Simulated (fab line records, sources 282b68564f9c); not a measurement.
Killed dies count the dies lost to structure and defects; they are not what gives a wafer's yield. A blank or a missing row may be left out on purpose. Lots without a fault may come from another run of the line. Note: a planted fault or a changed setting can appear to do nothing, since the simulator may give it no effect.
Struck lot and sound lot, side by side | flow ritCmos | 45 steps out of a route of 202
Sound: the wafers L954.1, L954.4, L954.5. Struck: wafers L959.1, L959.3, L959.5. At the end, the cause is stated.
Order at every step that has rows: each side's tool, ch and its chambers, its first start. Under that, the readings that differ: sound wafers | struck wafers | difference of the means | sigmas: that difference in standard deviations of wafers without a fault.
alike: a reading whose means differ by less than 2 such deviations, as well as words and numbers matching on both sides. not compared: withheld readings; readings where some wafer has no value; bounds like >300 that might hide an equal value; numbers whose values overlap and for which the record gives no deviation.
The two part at a step that has a row with sigmas, a row that says differs or no value, or rows on one side only. Numbers that have no deviation but don't overlap get no sigmas and don't part them. A reading missing from all wafers of one side parts the sides only when that side holds two or more wafers.

first, 2 steps without rows for these wafers: RIT_NLDD_HARDBAKE_07 (time 60 s); RIT_NLDD_IMPLANT_08.
RIT_NLDD_STRIP_09: strips in O2, time 180 s.
  sound on plasmaAsher-03 ch 0,1, day 5 07:05; struck on plasmaAsher-03 ch 0, day 6 20:29
  alike: drypumpMotorCurrentA
  not compared: rfHoursCounterH
RIT_NLDD_TW_MEAS_10:
  sound on filmMetro-01, day 5 07:15; struck on filmMetro-01, day 6 20:40
  alike: NLDD_TW
then, 6 steps without rows for these wafers: RIT_PLDD_HMDS_00 (prime time 60 s); RIT_PLDD_COAT_01 (resist thk 1000 nm); RIT_PLDD_SOFTBAKE_02 (time 60 s); RIT_PLDD_EXPOSE_03 (exposes mask M8, target cd 40900 nm); RIT_PLDD_PEB_04; RIT_PLDD_DEVELOP_05 (develop time 50 s).
RIT_PLDD_OVL_MEAS_06:
  sound on overlay-02, day 5 08:17; struck on overlay-01, day 6 21:37
  alike: PLDD_OVL
then, 1 step without rows for these wafers: RIT_PLDD_HARDBAKE_07 (time 60 s).
RIT_PLDD_IMPLANT_08:
  sound on implanter-03 ch 0, day 5 08:28; struck on implanter-03 ch 0, day 6 21:48
RIT_PLDD_STRIP_09: strips in O2, time 180 s.
  sound on plasmaAsher-03 ch 0,1, day 5 08:37; struck on plasmaAsher-03 ch 1, day 6 21:57
  alike: drypumpMotorCurrentA
  not compared: rfHoursCounterH
RIT_PLDD_TW_MEAS_10:
  sound on filmMetro-01, day 5 08:48; struck on filmMetro-03, day 6 22:15
reading | sound          | struck         | difference | sigmas
PLDD_TW | 2367 2367 2359 | 2311 2328 2309 | -48        | -2
then, 4 steps without rows for these wafers: RIT_SPACER_CLEAN_00 (cleans in SC1, time 600 s); RIT_SPACER_CLEAN_01 (cleans in dHF, time 30 s); RIT_SPACER_CLEAN_02 (cleans in SC2, time 600 s); RIT_SPACER_CVD_03 (deposits Si3N4 from SiH2Cl2/NH3, target thk 250 nm, time 3300 s).
RIT_SPACER_THK_MEAS_04:
  sound on filmMetro-01, day 5 11:33; struck on filmMetro-01, day 7 00:37
  alike: SPACER_NITRIDE_THK
RIT_SPACER_ETCHBACK_05: etches Si3N4 in SF6/CHF3, stops on SiO2, target depth 250 nm, time 240 s.
  sound on rieDiel-03 ch 1,2, day 5 11:37; struck on rieDiel-03 ch 2,3, day 7 00:40
  alike: SF6_flow_sccm, drypumpMotorCurrentA, oesProductAu, throttleValvePct
  not compared: rfHoursCounterH
then, 6 steps without rows for these wafers: RIT_NSD_HMDS_00 (prime time 60 s); RIT_NSD_COAT_01 (resist thk 1000 nm); RIT_NSD_SOFTBAKE_02 (time 60 s); RIT_NSD_EXPOSE_03 (exposes mask M9, target cd 40700 nm); RIT_NSD_PEB_04; RIT_NSD_DEVELOP_05 (develop time 50 s).
RIT_NSD_OVL_MEAS_06:
  sound on overlay-01, day 5 12:37; struck on overlay-01, day 7 01:45
  alike: NSD_OVL
then, 2 steps without rows for these wafers: RIT_NSD_HARDBAKE_07 (time 60 s); RIT_NSD_IMPLANT_08.
RIT_NSD_STRIP_09: strips in O2, time 180 s.
  sound on plasmaAsher-04 ch 0,1, day 5 12:57; struck on plasmaAsher-01 ch 0,1, day 7 02:05
  alike: drypumpMotorCurrentA
  not compared: rfHoursCounterH
RIT_NSD_TW_MEAS_10:
  sound on filmMetro-01, day 5 13:08; struck on filmMetro-03, day 7 02:16
reading | sound          | struck         | difference | sigmas
NSD_TW  | 3150 3170 3136 | 3092 3084 3080 | -67        | -2
then, 6 steps without rows for these wafers: RIT_PSD_HMDS_00 (prime time 60 s); RIT_PSD_COAT_01 (resist thk 1000 nm); RIT_PSD_SOFTBAKE_02 (time 60 s); RIT_PSD_EXPOSE_03 (exposes mask M10, target cd 40900 nm); RIT_PSD_PEB_04; RIT_PSD_DEVELOP_05 (develop time 50 s).
RIT_PSD_OVL_MEAS_06:
  sound on overlay-01, day 5 14:10; struck on overlay-02, day 7 03:10
  alike: PSD_OVL
then, 2 steps without rows for these wafers: RIT_PSD_HARDBAKE_07 (time 60 s); RIT_PSD_IMPLANT_08.
RIT_PSD_STRIP_09: strips in O2, time 180 s.
  sound on plasmaAsher-03 ch 0,1, day 5 14:30; struck on plasmaAsher-02 ch 1, day 7 03:30
  alike: drypumpMotorCurrentA
  not compared: rfHoursCounterH
RIT_SDANNEAL_RS_MEAS_06: measurement is done with a four-point probe.
  sound on filmMetro-03, day 5 15:24; struck on filmMetro-02, day 7 04:41
reading          | sound             | struck            | difference | sigmas
PLDD_RS (ohm/sq) | 179.2 178.8 178.8 | 181.8 182.0 181.9 | +3.0       | +6
  not compared: hold
RIT_SDANNEAL_RS_MEAS_07: measurement is done with a four-point probe.
  sound on filmMetro-03, day 5 15:31; struck on filmMetro-02, day 7 12:40
reading | sound | struck                                                                  | difference                   | sigmas
hold    | - - - | awaitDispo/7.9h/release awaitDispo/7.9h/release awaitDispo/7.9h/release | no value on the sound wafers | 
  alike: NLDD_RS
RIT_M1_PROBE_99:
  sound on prober-01, day 5 22:49; struck on prober-02, day 7 19:39
  alike: killedAtContacts, killedAtFrontEnd, killedDies, killedOpen, killedShort

## WHERE THEY PART
At RIT_PLDD_TW_MEAS_10 first; at RIT_SDANNEAL_RS_MEAS_07 last (within this record only). Later steps at which nothing parts them and some readings are alike: RIT_M1_PROBE_99.

WHY: the cause the simulator had injected
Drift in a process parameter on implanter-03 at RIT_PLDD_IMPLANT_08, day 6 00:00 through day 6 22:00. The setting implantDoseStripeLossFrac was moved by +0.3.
